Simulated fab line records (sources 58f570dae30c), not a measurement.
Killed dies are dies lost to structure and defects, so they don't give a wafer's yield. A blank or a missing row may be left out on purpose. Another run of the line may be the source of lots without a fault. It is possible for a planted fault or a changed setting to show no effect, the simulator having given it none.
8D (eight disciplines) problem report, filled in by code || flow berkeley cmos170 || the parts of the form that need people (team, actions taken, sign-off) are left out

## 1. THE PROBLEM
Mean of heater power total W at UCB170_ZERO_PEB_04: 57.38 W across 6 wafers in 2 lots; on wafers with no fault it is 56.80 W (standard deviation 0.049). That is +12 standard deviations from the usual mean.
Earliest sighting: wafer L672.2 on litho track-04 at day 3 20:44. The record has a number at this step for 42 wafers belonging to 14 lots. By rule, "out" or "out of limits" means more than 4 standard deviations away from the usual mean. The rest of the wafers with a number are treated as sound.

## 2. WHAT IT IS AND WHAT IT IS NOT
{"question": "which readings at this step", "is": "heater power total W, plate temp C", "is not": "exhaust pa"}
{"question": "which lots", "is": "L672, L673", "is not": "L663, L664, L665, L666, L668, L669, L676, L679, L680, L681, L682, L686"}
{"question": "which wafers of those lots", "is": "all that have a number", "is not": "-"}
{"question": "read on which tools", "is": "litho track-04", "is not": "litho track-01, litho track-03"}
{"question": "when", "is": "from day 3 20:44", "is not": "up to then (18 sound wafers); but 18 sound wafers of L676, L679, L680, L681, L682, L686 came after"}

## 3. THE SUSPECTS, EACH WITH WHAT RULES IT OUT
Counting: a tool at a process step up to the reading stays a suspect if it ran every lot that is out and no sound lot after the first of them.
- litho track-04 at UCB170_ZERO_PEB_04: kept. It ran every lot that is out, first L672 (day 3 20:44), and no sound lot after that; its last sound lot up to then is L666 (day 2 11:11). On those wafers its own readings are out: heater power total W, plate temp C.
Left after counting: litho track-04 at UCB170_ZERO_PEB_04.

## 4. THE CAUSE (what the simulator had put in)
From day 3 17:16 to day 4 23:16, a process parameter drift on litho track-04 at UCB170_ZERO_PEB_04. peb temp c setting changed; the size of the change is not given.
Counting left only this tool.

## 5. THE EFFECT CHAIN, in route order
Each row: a reading where the mean over the struck wafers with a number is more than 3 standard deviations away from the usual. Only readings whose record carries a usual standard deviation are examined. hours: median over the lots of the time between each lot's start at the first step of this table that gives one and its start at this step. sigmas: the change, counted in usual standard deviations.
{"hours": 0, "step": "UCB170_ZERO_PEB_04", "reading": "heater power total W", "usual": "56.80 W", "on struck wafers": 57.38, "change": "+0.58", "sigmas": "+12"}
{"hours": 0, "step": "UCB170_ZERO_PEB_04", "reading": "plate temp C", "usual": "129.98 C", "on struck wafers": 130.95, "change": "+0.97", "sigmas": "+6.9"}
Its process steps:
- UCB170_ZERO_PEB_04
At these later measuring or inspecting steps, every struck wafer for which the step has a row has a number for every such reading, and none has moved that far: UCB170_PWELL_OVL_MEAS_13, UCB170_V2_THK_MEAS_01.

## 6. HOW IT WOULD HAVE BEEN CAUGHT EARLIER
3 hours passed between the start of the fault at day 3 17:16 and the first reading out of limits in this record, taken at day 3 20:44.
